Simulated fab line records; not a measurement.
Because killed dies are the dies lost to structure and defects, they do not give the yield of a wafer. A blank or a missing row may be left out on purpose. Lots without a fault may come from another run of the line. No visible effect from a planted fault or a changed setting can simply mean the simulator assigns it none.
Code-filled problem report in 8D (eight disciplines) form :: flow rit cmos :: the parts of the form that need people (team, actions taken, sign-off) are left out

== 1. WHAT IS WRONG ==
Wafers without a fault read 20.001, standard deviation 0.007; beam energy keV at RIT_NLDD_IMPLANT_08 reads a mean of 20.779 on 6 wafers belonging to 2 lots. So: +99 or more standard deviations from the usual mean.
First seen on wafer L290.3, day 4 20:49, on implanter-02. At this step, 18 wafers from 6 lots have a number in the record. The rule behind "out" and "out of limits": a value lying over 4 standard deviations away from the usual mean. The rest of the wafers with a number are treated as sound.

== 2. WHAT IT IS; WHAT IT IS NOT ==
question: which readings at this step
is: beam energy keV
is not: beam on s, dose ions cm2

question: which lots
is: L290, L292
is not: L282, L283, L304, L305

question: which wafers of those lots
is: all that have a number
is not: -

question: read on which tools
is: implanter-02
is not: implanter-01

question: when
is: from day 4 20:49
is not: up to then (6 sound wafers); but 6 sound wafers of L304, L305 came after

== 3. SUSPECTS, AND WHAT RULES EACH OUT ==
Counting: any tool at a process step up to the reading is kept as a suspect provided that every lot that is out went through it and no sound lot did after the first of them.
- implanter-02 at RIT_NLDD_IMPLANT_08: ruled out as a lasting fault. Sound lots L305 ran on it after its first lot that is out, L290 (day 4 20:49).
Left after counting: nothing in the record.

== 4. THE CAUSE (what the simulator had put in) ==
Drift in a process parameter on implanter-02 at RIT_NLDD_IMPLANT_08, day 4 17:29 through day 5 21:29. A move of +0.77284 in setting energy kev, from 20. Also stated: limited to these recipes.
Counting ruled it out, wrongly.

== 5. THE EFFECT CHAIN, in route order ==
Each row: a reading where the mean over the struck wafers with a number is more than 3 standard deviations away from the usual. Readings are gone through only where the record gives a usual standard deviation; hours: the median, over the lots, of the time from a lot's start at the first step in this table giving one to that lot's start at this step; sigmas: the change measured in usual standard deviations.
hours: 0
step: RIT_NLDD_IMPLANT_08
reading: beam energy keV
usual: 20.001
on struck wafers: 20.779
change: +0.778
sigmas: +99 or more
It contains these process steps:
- RIT_NLDD_IMPLANT_08

== 6. WHAT WOULD HAVE CAUGHT IT SOONER ==
First out-of-limits reading in this record: day 4 20:49, which is 3 hours after fault onset at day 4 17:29.
